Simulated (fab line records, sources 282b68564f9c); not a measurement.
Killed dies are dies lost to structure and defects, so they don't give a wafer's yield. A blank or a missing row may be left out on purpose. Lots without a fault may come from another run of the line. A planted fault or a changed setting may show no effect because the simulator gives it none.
fab line records | flow rit_cmos
record lots=6 wafers=18 last_day=7
route steps=202 shown NLDD@111 PLDD@114 SPACER@125 NSD@131 PSD@142 M1@202
lots that met no fault: from a run of the same line without faults
start_h: hours from the record's first day to the start of the lot's first wafer shown | wait_h: hours since the lot's step before | " the same as in the row above | L1.1+2: a row that stands for several wafers | - no value, or no start given | * or withheld: withheld | < > ~ a bound
route shown NAME@n: a module of which the file shows steps, and the number in the route of the first | usual: mean/standard deviation of fault-free wafers | same: alike in all rows | chamber/n: place in a boat | sites: the reading at each site | _std_site: their standard deviation | _edge_site: outer sites' mean less inner sites' | radius_mm: how far each site lies from the wafer's centre | mask NAME#n: copy n | behind: the tool/chamber that last shaped the wafer | hold: why the lot was held/for how many hours/how that ended | device: the transistor (n, p or np) that didn't switch | end of line: the same wafers' tests at the end of the route | a step without rows: its recipe alone | killed: dies lost to structure and defects at the first sort, not the wafer's yield | map: a wafer's dies, x killed, . not, _ none there
set.NAME: the setting as run; set.NAME@STEP: as run at that earlier step | model.NAME: the simulator's own value behind a step, which no gauge read
lots at some steps of the route; a table a step, a row a wafer
services: from which hour (start_h, from the record's first day; less than 0 if before it) a tool's chamber was out of use, for how many hours, and why
## steps
# step RIT_NLDD_IMPLANT_08
# recipe species=P energy_kev=20 dose_cm2=5e+14 tilt_deg=6.717
# step RIT_NLDD_STRIP_09
# recipe chemistry=O2 time_s=180 resist=NOVOLAK platen_temp_c=withheld power_w=500 pressure_mtorr=4000 o2_flow_sccm=4000
# usual drypump_motor_current_A=5.77/0.28
# columns lot.wafer tool chamber start_h wait_h drypump_motor_current_A rf_hours_counter_h
L106.2 plasma_asher-03 1 53.24 0.1 5.65 42
L106.4 " 1 " " 5.65 -
L106.5 " 1 " " 5.63 -
L107.1 plasma_asher-04 0 58.57 0.1 6.18 23
L107.2 " 1 " " 5.48 23
L107.6 " 0 " " 6.17 -
L116.2 plasma_asher-04 1 100.30 0.1 5.48 30
L116.5 " 1 " " 5.48 -
L116.6 " 0 " " 6.23 -
L117.3 plasma_asher-03 0 112.77 0.1 5.86 -
L117.4 " 1 " " 5.64 -
L117.5 " 1 " " 5.62 -
L119.2 plasma_asher-03 1 127.99 0.1 5.65 50
L119.3 " 0 " " 5.87 -
L119.4 " 1 " " 5.67 -
L125.2 plasma_asher-02 1 147.90 0.1 5.40 46
L125.3 " 0 " " 5.99 -
L125.4 " 1 " " 5.36 -
# step RIT_NLDD_TW_MEAS_10
# usual NLDD_TW=2476/20
# columns lot.wafer tool chamber start_h wait_h NLDD_TW
L106.2 film_metro-02 - 53.43 0.1 2446
L106.4 " - " " 2451
L106.5 " - " " 2442
L107.1 film_metro-01 - 58.74 0.1 2461
L107.2 " - " " 2462
L107.6 " - " " 2471
L116.2 film_metro-02 - 100.49 0.1 2464
L116.5 " - " " 2477
L116.6 " - " " 2469
L117.3 film_metro-02 - 112.91 0.1 2469
L117.4 " - " " 2465
L117.5 " - " " 2439
L119.2 film_metro-01 - 128.18 0.1 2483
L119.3 " - " " 2493
L119.4 " - " " 2501
L125.2 film_metro-01 - 148.09 0.1 2492
L125.3 " - " " 2481
L125.4 " - " " 2478
# step RIT_PLDD_HMDS_00
# recipe prime_time_s=60 prime_temp_c=140
# step RIT_PLDD_COAT_01
# recipe resist=NOVOLAK spin_rpm=3250 resist_thk_nm=1000
# step RIT_PLDD_SOFTBAKE_02
# recipe resist=NOVOLAK temp_c=90 time_s=60
# step RIT_PLDD_EXPOSE_03
# recipe mask_id=M8 na=0.57 target_cd_nm=40900 dose_mj=250
# step RIT_PLDD_PEB_04
# recipe resist=NOVOLAK temp_c=withheld time_s=withheld
# step RIT_PLDD_DEVELOP_05
# recipe resist=NOVOLAK develop_time_s=50 dev_temp_c=23
# step RIT_PLDD_OVL_MEAS_06
# usual PLDD_OVL=-0.2/1.6
# columns lot.wafer tool chamber start_h wait_h PLDD_OVL[nm]
L106.2 overlay-02 - 54.33 - 0.6
L106.4 " - " " 0.3
L106.5 " - " " -0.1
L107.1 overlay-01 - 59.70 - 0.8
L107.2 " - " " 0.8
L107.6 " - " " -0.6
L116.2 overlay-02 - 101.52 - -1.1
L116.5 " - " " -2.8
L116.6 " - " " -1.7
L117.3 overlay-01 - 113.95 - -0.3
L117.4 " - " " 0.7
L117.5 " - " " -0.4
L119.2 overlay-01 - 129.21 - -3.3
L119.3 " - " " -5.5
L119.4 " - " " -3.5
L125.2 overlay-02 - 148.99 - -1.5
L125.3 " - " " -1.6
L125.4 " - " " -0.6
# step RIT_PLDD_HARDBAKE_07
# recipe resist=NOVOLAK temp_c=140 time_s=60
# step RIT_PLDD_IMPLANT_08
# recipe species=BF2 energy_kev=20 dose_cm2=9e+14 tilt_deg=7
# step RIT_PLDD_STRIP_09
# recipe chemistry=O2 time_s=180 resist=NOVOLAK platen_temp_c=withheld power_w=500 pressure_mtorr=4000 o2_flow_sccm=4000
# usual drypump_motor_current_A=5.9/0.41
# columns lot.wafer tool chamber start_h wait_h drypump_motor_current_A rf_hours_counter_h
L106.2 plasma_asher-01 1 54.66 0.1 6.5 41
L106.4 " 1 " " 6.5 -
L106.5 " 0 " " 5.5 -
L107.1 plasma_asher-04 1 60.03 0.1 5.5 24
L107.2 " 0 " " 6.2 24
L107.6 " 1 " " 5.5 -
L116.2 plasma_asher-01 1 101.85 0.1 6.5 48
L116.5 " 1 " " 6.5 -
L116.6 " 0 " " 5.4 -
L117.3 plasma_asher-04 0 114.33 0.1 6.2 -
L117.4 " 1 " " 5.5 -
L117.5 " 1 " " 5.5 -
L119.2 plasma_asher-01 0 129.67 0.1 5.5 0
L119.3 " 0 " " 5.5 -
L119.4 " 1 " " 6.5 -
L125.2 plasma_asher-03 1 149.34 0.1 5.6 53
L125.3 " 0 " " 5.8 -
L125.4 " 1 " " 5.7 -
# step RIT_PLDD_TW_MEAS_10
# usual PLDD_TW=2342/17
# columns lot.wafer tool chamber start_h wait_h PLDD_TW
L106.2 film_metro-04 - 54.85 0.1 2356
L106.4 " - " " 2371
L106.5 " - " " 2374
L107.1 film_metro-02 - 60.21 0.1 2315
L107.2 " - " " 2286
L107.6 " - " " 2311
L116.2 film_metro-01 - 102.03 0.1 2341
L116.5 " - " " 2345
L116.6 " - " " 2332
L117.3 film_metro-04 - 114.47 0.1 2348
L117.4 " - " " 2348
L117.5 " - " " 2353
L119.2 film_metro-04 - 129.85 0.1 2368
L119.3 " - " " 2355
L119.4 " - " " 2371
L125.2 film_metro-02 - 149.52 0.1 2325
L125.3 " - " " 2320
L125.4 " - " " 2318
# step RIT_SPACER_CLEAN_00
# recipe chemistry=SC1 mix=3:3:50 time_s=600 temp_c=75
# step RIT_SPACER_CLEAN_01
# recipe chemistry=dHF dilution=50:1 time_s=30
# step RIT_SPACER_CLEAN_02
# recipe chemistry=SC2 mix=3:3:50 time_s=600 temp_c=75 dry=n2_spin
# step RIT_SPACER_CVD_03
# recipe material=Si3N4 target_thk_nm=250 temp_c=810 precursor=SiH2Cl2/NH3 time_s=3232 pressure_mtorr=300 sih2cl2_flow_sccm=60 nh3_flow_sccm=150
# step RIT_SPACER_THK_MEAS_04
# recipe reads=Si3N4_of_SPACER_CVD_03
# usual SPACER_NITRIDE_THK=244.1/2.1
# columns lot.wafer tool chamber start_h wait_h SPACER_NITRIDE_THK[nm]
L106.2 film_metro-02 - 58.53 0.0 244.8
L106.4 " - " " 242.1
L106.5 " - " " 245.6
L107.1 film_metro-01 - 62.65 0.0 242.0
L107.2 " - " " 242.3
L107.6 " - " " 243.8
L116.2 film_metro-03 - 105.33 0.0 246.9
L116.5 " - " " 246.5
L116.6 " - " " 244.3
L117.3 film_metro-01 - 116.81 0.0 246.6
L117.4 " - " " 247.4
L117.5 " - " " 248.4
L119.2 film_metro-03 - 132.20 0.0 238.5
L119.3 " - " " 242.7
L119.4 " - " " 241.5
L125.2 film_metro-03 - 151.87 0.0 245.0
L125.3 " - " " 243.3
L125.4 " - " " 244.2
# step RIT_SPACER_ETCHBACK_05
# recipe target_depth_a=2500 SF6_flow_sccm=30 CHF3_flow_sccm=30 target=Si3N4 chemistry=SF6/CHF3 pressure_mtorr=40 rf_w=250 time_s=240 stop_on=SiO2
# usual drypump_motor_current_A=5.6/0.4 oes_product_au=0.827/0.013 throttle_valve_pct=10.26/0.15
# columns lot.wafer tool chamber start_h wait_h drypump_motor_current_A oes_product_au rf_hours_counter_h throttle_valve_pct
L106.2 rie_diel-02 0 58.58 0.0 6.0 0.833 11 10.18
L106.4 " 1 " " 4.8 0.818 108 10.47
L106.5 " 2 " " 5.7 0.814 - 10.26
L107.1 rie_diel-03 2 62.71 0.1 6.1 0.832 163 10.04
L107.2 " 1 " " 5.3 0.813 4 10.11
L107.6 " 3 " " 5.7 0.839 - 10.27
L116.2 rie_diel-02 1 105.38 0.0 4.8 0.834 109 10.49
L116.5 " 0 " " 6.0 0.843 - 10.15
L116.6 " 3 " " 5.4 0.842 - 10.22
L117.3 rie_diel-04 2 116.85 0.0 5.8 0.826 8 10.60
L117.4 " 3 " " 5.9 0.851 49 10.19
L117.5 " 3 " " 5.8 0.855 - 10.20
L119.2 rie_diel-04 1 132.25 0.0 4.9 0.825 119 10.19
L119.3 " 0 " " 6.2 0.827 14 10.35
L119.4 " 2 " " 5.8 0.810 8 10.59
L125.2 rie_diel-03 3 151.92 0.0 5.7 0.806 1 10.29
L125.3 " 0 " " 5.3 0.815 8 10.39
L125.4 " 2 " " 6.1 0.829 1 10.03
# step RIT_NSD_HMDS_00
# recipe prime_time_s=60 prime_temp_c=140
# step RIT_NSD_COAT_01
# recipe resist=NOVOLAK spin_rpm=3250 resist_thk_nm=1000
# step RIT_NSD_SOFTBAKE_02
# recipe resist=NOVOLAK temp_c=90 time_s=60
# step RIT_NSD_EXPOSE_03
# recipe mask_id=M9 na=0.57 target_cd_nm=40700 dose_mj=250
# step RIT_NSD_PEB_04
# recipe resist=NOVOLAK temp_c=withheld time_s=withheld
# step RIT_NSD_DEVELOP_05
# recipe resist=NOVOLAK develop_time_s=50 dev_temp_c=23
# step RIT_NSD_OVL_MEAS_06
# usual NSD_OVL=-0.5/1.2
# columns lot.wafer tool chamber start_h wait_h NSD_OVL[nm]
L106.2 overlay-02 - 59.59 - -2.3
L106.4 " - " " -3.5
L106.5 " - " " -0.8
L107.1 overlay-02 - 63.71 - -0.9
L107.2 " - " " -0.4
L107.6 " - " " -2.4
L116.2 overlay-02 - 106.39 - -0.3
L116.5 " - " " -1.2
L116.6 " - " " -1.5
L117.3 overlay-01 - 117.99 - 0.5
L117.4 " - " " 0.5
L117.5 " - " " -0.1
L119.2 overlay-02 - 133.38 - -0.8
L119.3 " - " " 0.2
L119.4 " - " " 1.2
L125.2 overlay-02 - 153.35 - -0.7
L125.3 " - " " 0.3
L125.4 " - " " -0.9
# step RIT_NSD_HARDBAKE_07
# recipe resist=NOVOLAK temp_c=140 time_s=60
# step RIT_NSD_IMPLANT_08
# recipe species=P energy_kev=25 dose_cm2=1e+15 tilt_deg=6.664
# step RIT_NSD_STRIP_09
# recipe chemistry=O2 time_s=180 resist=NOVOLAK platen_temp_c=withheld power_w=500 pressure_mtorr=4000 o2_flow_sccm=4000
# usual drypump_motor_current_A=5.8/0.38
# columns lot.wafer tool chamber start_h wait_h drypump_motor_current_A rf_hours_counter_h
L106.2 plasma_asher-03 1 59.92 0.1 5.7 43
L106.4 " 1 " " 5.7 -
L106.5 " 0 " " 5.8 -
L107.1 plasma_asher-03 0 64.05 0.1 5.9 43
L107.2 " 1 " " 5.7 43
L107.6 " 0 " " 5.9 -
L116.2 plasma_asher-03 1 106.72 0.1 5.6 47
L116.5 " 1 " " 5.7 -
L116.6 " 0 " " 5.8 -
L117.3 plasma_asher-03 0 118.37 0.1 5.9 -
L117.4 " 1 " " 5.6 -
L117.5 " 0 " " 5.8 -
L119.2 plasma_asher-01 1 133.71 0.1 6.5 1
L119.3 " 0 " " 5.4 -
L119.4 " 1 " " 6.5 -
L125.2 plasma_asher-03 0 153.89 0.1 5.9 53
L125.3 " 1 " " 5.7 -
L125.4 " 0 " " 5.9 -
# step RIT_NSD_TW_MEAS_10
# usual NSD_TW=3114/24
# columns lot.wafer tool chamber start_h wait_h NSD_TW
L106.2 film_metro-04 - 60.10 0.1 3154
L106.4 " - " " 3149
L106.5 " - " " 3131
L107.1 film_metro-02 - 64.22 0.1 3086
L107.2 " - " " 3051
L107.6 " - " " 3066
L116.2 film_metro-02 - 106.90 0.1 3090
L116.5 " - " " 3078
L116.6 " - " " 3099
L117.3 film_metro-04 - 118.51 0.1 3116
L117.4 " - " " 3121
L117.5 " - " " 3124
L119.2 film_metro-04 - 133.89 0.1 3126
L119.3 " - " " 3129
L119.4 " - " " 3140
L125.2 film_metro-01 - 154.08 0.1 3107
L125.3 " - " " 3118
L125.4 " - " " 3112
# step RIT_PSD_HMDS_00
# recipe prime_time_s=60 prime_temp_c=140
# step RIT_PSD_COAT_01
# recipe resist=NOVOLAK spin_rpm=3250 resist_thk_nm=1000
# step RIT_PSD_SOFTBAKE_02
# recipe resist=NOVOLAK temp_c=90 time_s=60
# step RIT_PSD_EXPOSE_03
# recipe mask_id=M10 na=0.57 target_cd_nm=40900 dose_mj=250
# step RIT_PSD_PEB_04
# recipe resist=NOVOLAK temp_c=withheld time_s=withheld
# step RIT_PSD_DEVELOP_05
# recipe resist=NOVOLAK develop_time_s=50 dev_temp_c=23
# step RIT_PSD_OVL_MEAS_06
# usual PSD_OVL=0.6/1.4
# columns lot.wafer tool chamber start_h wait_h PSD_OVL[nm]
L106.2 overlay-01 - 61.01 - -1.8
L106.4 " - " " -1.1
L106.5 " - " " -2.3
L107.1 overlay-01 - 65.53 - 2.8
L107.2 " - " " 3.7
L107.6 " - " " 0.9
L116.2 overlay-02 - 107.81 - 1.5
L116.5 " - " " -0.2
L116.6 " - " " -1.0
L117.3 overlay-01 - 119.54 - 1.2
L117.4 " - " " 1.3
L117.5 " - " " -0.7
L119.2 overlay-02 - 135.05 - -0.2
L119.3 " - " " 0.8
L119.4 " - " " -1.3
L125.2 overlay-01 - 155.11 - 0.0
L125.3 " - " " 0.4
L125.4 " - " " -1.0
# step RIT_PSD_HARDBAKE_07
# recipe resist=NOVOLAK temp_c=140 time_s=60
# step RIT_PSD_IMPLANT_08
# recipe species=BF2 energy_kev=27 dose_cm2=5e+15 tilt_deg=7
# step RIT_PSD_STRIP_09
# recipe chemistry=O2 time_s=180 resist=NOVOLAK platen_temp_c=withheld power_w=500 pressure_mtorr=4000 o2_flow_sccm=4000
# usual drypump_motor_current_A=5.9/0.43
# columns lot.wafer tool chamber start_h wait_h drypump_motor_current_A rf_hours_counter_h
L106.2 plasma_asher-02 1 61.34 0.1 5.4 42
L106.4 " 0 " " 6.0 -
L106.5 " 1 " " 5.4 -
L107.1 plasma_asher-04 0 65.96 0.2 6.2 24
L107.2 " 1 " " 5.5 24
L107.6 " 0 " " 6.2 -
L116.2 plasma_asher-04 0 108.28 0.2 6.2 31
L116.5 " 1 " " 5.5 -
L116.6 " 0 " " 6.3 -
L117.3 plasma_asher-04 1 119.92 0.1 5.5 -
L117.4 " 0 " " 6.2 -
L117.5 " 1 " " 5.5 -
L119.2 plasma_asher-04 1 135.60 0.1 5.5 35
L119.3 " 1 " " 5.5 -
L119.4 " 0 " " 6.2 -
L125.2 plasma_asher-01 1 155.44 0.1 6.5 3
L125.3 " 0 " " 5.5 -
L125.4 " 1 " " 6.5 -
# step RIT_PSD_TW_MEAS_10
# usual PSD_TW=3418/27
# columns lot.wafer tool chamber start_h wait_h PSD_TW
L106.2 film_metro-01 - 61.52 0.1 3364
L106.4 " - " " 3393
L106.5 " - " " 3389
L107.1 film_metro-02 - 66.14 0.1 3354
L107.2 " - " " 3376
L107.6 " - " " 3366
L116.2 film_metro-02 - 108.47 0.1 3395
L116.5 " - " " 3395
L116.6 " - " " 3404
L117.3 film_metro-04 - 120.06 0.1 3458
L117.4 " - " " 3452
L117.5 " - " " 3447
L119.2 film_metro-04 - 135.79 0.1 3440
L119.3 " - " " 3428
L119.4 " - " " 3442
L125.2 film_metro-01 - 155.62 0.1 3396
L125.3 " - " " 3385
L125.4 " - " " 3410
# step RIT_M1_PROBE_99
# usual killed_at_contacts=0.0/0.2 killed_at_front_end=6.8/2.9 killed_dies=6.8/2.9 killed_on_rim=1.9/1.4 killed_open=3.3/1.9 killed_short=3.5/2
# same gross_dies=264 killed_at_M0_to_M3=0 killed_at_M4_up=0 killed_at_back_side=0 killed_at_other=0
# columns lot.wafer tool chamber start_h wait_h killed_at_contacts killed_at_front_end killed_dies killed_on_rim killed_open killed_short
L106.2 prober-02 - 71.15 0.1 0 6 6 3 2 4
L106.4 prober-02 - 71.25 0.2 1 12 13 2 4 7
L106.5 prober-02 - 71.30 0.2 0 12 12 3 4 8
L107.1 prober-01 - 73.92 0.1 0 8 8 4 6 2
L107.2 prober-01 - 73.97 0.1 0 6 6 1 4 2
L107.6 prober-01 - 74.17 0.2 0 8 8 1 4 4
L116.2 prober-01 - 116.75 0.1 0 31 31 5 3 2
L116.5 prober-01 - 116.90 0.2 0 31 31 7 1 3
L116.6 prober-01 - 116.95 0.2 0 23 23 8 4 4
L117.3 prober-01 - 129.64 0.2 0 3 3 1 1 2
L117.4 prober-01 - 129.69 0.2 0 11 11 2 5 5
L117.5 prober-01 - 129.74 0.2 0 8 8 2 5 3
L119.2 prober-01 - 143.81 0.1 0 28 28 7 3 4
L119.3 prober-01 - 143.86 0.2 0 20 20 12 3 0
L119.4 prober-01 - 143.91 0.2 1 24 25 6 2 3
L125.2 prober-01 - 163.53 0.1 0 6 6 2 3 3
L125.3 prober-01 - 163.58 0.2 0 12 12 2 5 7
L125.4 prober-01 - 163.63 0.2 0 9 9 1 4 5
# killed by level:class
L106.2 FOX1:geometric_particle:open=2 FOX2:geometric_particle:short=1 GATE:geometric_particle:short=1 REOX:geometric_particle:short=1 SPACER:geometric_particle:short=1
L106.4 FOX1:geometric_particle:short=3 FOX1:geometric_particle:open=2 NLDD:coat_microbubble_printed=2 FOX2:geometric_particle:short=1 GATE:geometric_particle:open=1 GATE:geometric_particle:short=1 REOX:geometric_particle:open=1 SPACER:geometric_particle:short=1
L106.5 SPACER:geometric_particle:short=3 FOX1:geometric_particle:short=2 FOX2:geometric_particle:open=2 FOX2:geometric_particle:short=1 GATE:geometric_particle:short=1 GATE:geometric_particle:open=1 SILICIDE:geometric_particle:short=1 SILICIDE:geometric_particle:open=1
L107.1 GATE:geometric_particle:open=2 GATE:geometric_particle:short=2 REOX:geometric_particle:open=2 SPACER:geometric_particle:open=1 SILICIDE:geometric_particle:open=1
L107.2 SPACER:geometric_particle:open=2 GATE:geometric_particle:open=1 GATE:geometric_particle:short=1 SPACER:geometric_particle:short=1 SILICIDE:geometric_particle:open=1
L107.6 GATE:geometric_particle:short=3 GATE:geometric_particle:open=2 FOX1:geometric_particle:open=1 SPACER:geometric_particle:open=1 SPACER:geometric_particle:short=1
L116.2 PLDD:unspecified=26 GATE:geometric_particle:open=2 GATE:geometric_particle:short=1 REOX:geometric_particle:open=1 SPACER:geometric_particle:short=1
L116.5 PLDD:unspecified=27 FOX1:geometric_particle:short=2 GATE:geometric_particle:open=1 REOX:geometric_particle:short=1
L116.6 PLDD:unspecified=15 GATE:geometric_particle:short=2 REOX:geometric_particle:open=2 GATE:geometric_particle:open=1 REOX:geometric_particle:short=1 SPACER:geometric_particle:short=1 SPACER:geometric_particle:open=1
L117.3 FOX1:geometric_particle:short=1 FOX2:geometric_particle:open=1 REOX:geometric_particle:short=1
L117.4 GATE:geometric_particle:open=4 GATE:geometric_particle:short=2 FOX1:geometric_particle:short=1 SPACER:geometric_particle:short=1 SILICIDE:geometric_particle:short=1 SILICIDE:geometric_particle:open=1 PRETRO:coat_microbubble_printed=1
L117.5 SPACER:geometric_particle:open=2 FOX1:geometric_particle:short=1 GATE:geometric_particle:open=1 GATE:geometric_particle:short=1 REOX:geometric_particle:open=1 SPACER:geometric_particle:short=1 SILICIDE:geometric_particle:open=1
L119.2 PLDD:unspecified=21 FOX1:geometric_particle:short=2 FOX1:geometric_particle:open=1 GATE:geometric_particle:open=1 REOX:geometric_particle:open=1 SPACER:geometric_particle:short=1 SILICIDE:geometric_particle:short=1
L119.3 PLDD:unspecified=16 GATE:geometric_particle:open=2 SPACER:geometric_particle:open=1 NWELL:coat_microbubble_printed=1
L119.4 PLDD:unspecified=20 FOX1:geometric_particle:short=2 FOX1:geometric_particle:open=1 REOX:geometric_particle:short=1 CONTACT:geometric_particle:open=1
L125.2 GATE:geometric_particle:open=2 GATE:geometric_particle:short=1 REOX:geometric_particle:open=1 REOX:geometric_particle:short=1 SPACER:geometric_particle:short=1
L125.3 GATE:geometric_particle:short=5 GATE:geometric_particle:open=2 FOX2:geometric_particle:open=1 FOX2:geometric_particle:short=1 REOX:geometric_particle:open=1 REOX:geometric_particle:short=1 SILICIDE:geometric_particle:open=1
L125.4 GATE:geometric_particle:short=3 GATE:geometric_particle:open=2 REOX:geometric_particle:short=1 REOX:geometric_particle:open=1 SPACER:geometric_particle:short=1 SPACER:geometric_particle:open=1
# map L116.2 (x killed, . not)
________......._______
_____.............____
____...............___
___.................__
__........x.........._
__..................._
_.....x....x..........
_...xx................
_.xxxxx...........x...
_xxxxxx...............
__xxxxxxx............_
__xxxx..............._
___..x..............__
____..x....x.......___
_____.............____
________......._______
# map L119.2 (x killed, . not)
________......._______
_____x............____
____xxxx...........___
___xxxxxx...........__
__xxxxx.......x......_
__.xxxxx............._
_.....................
_........x............
_.....................
_....x....x...........
__........x.x...x...._
__..................._
___.................__
____...............___
_____.............____
________......._______
## services
# columns tool chamber start_h hours kind
rie_diel-04 - 47.35 2.8 pm
rie_diel-03 - 72.23 0.4 repair
plasma_asher-02 - 72.88 49.5 pm
rie_diel-03 2 76.22 - clean
rie_diel-03 2 76.22 24.6 scheduled_down
rie_diel-03 2 76.22 24.6 vent_cycle
plasma_asher-03 - 91.42 15.0 pm
rie_diel-03 3 100.78 - clean
rie_diel-03 3 100.78 16.7 scheduled_down
rie_diel-03 3 100.78 16.7 vent_cycle
rie_diel-03 0 103.13 20.8 repair
plasma_asher-01 - 106.39 14.1 pm
rie_diel-04 2 109.09 2.8 repair
plasma_asher-01 - 120.52 9.0 pm
plasma_asher-01 0 120.52 9.0 vent_cycle
plasma_asher-01 1 120.52 9.0 vent_cycle
plasma_asher-02 - 122.41 2.8 pm
plasma_asher-01 0 129.52 - clean
plasma_asher-01 1 129.52 - clean
rie_diel-03 - 132.29 0.1 repair
## key
first_sign step=RIT_M1_PROBE_99 reading=killed_dies direction=up sigmas=6.7 usual=6.8 struck=26.3
effect step=RIT_M1_PROBE_99 reading=killed_at_front_end direction=up sigmas=6.7 usual=6.8 struck=26.2
met_at RIT_PLDD_STRIP_09
struck_wafers L116.2,L116.5,L116.6,L119.2,L119.3,L119.4
tester_left_out L116,L119
onset_between 54.66 101.85
fault kind=chamber_particle_source tool=plasma_asher-01 chamber=- onset_h=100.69 steps=RIT_PLDD_STRIP_09 rate_per_visit_cm2=0.49745 end_h=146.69
# tester_left_out: of these lots the tester's yield and bins aren't shown, on N5 and GAA mostly nor the transistor test; their killed dies are dies lost to structure and defects alone, not to doping, threshold or leakage, so they don't give the yield
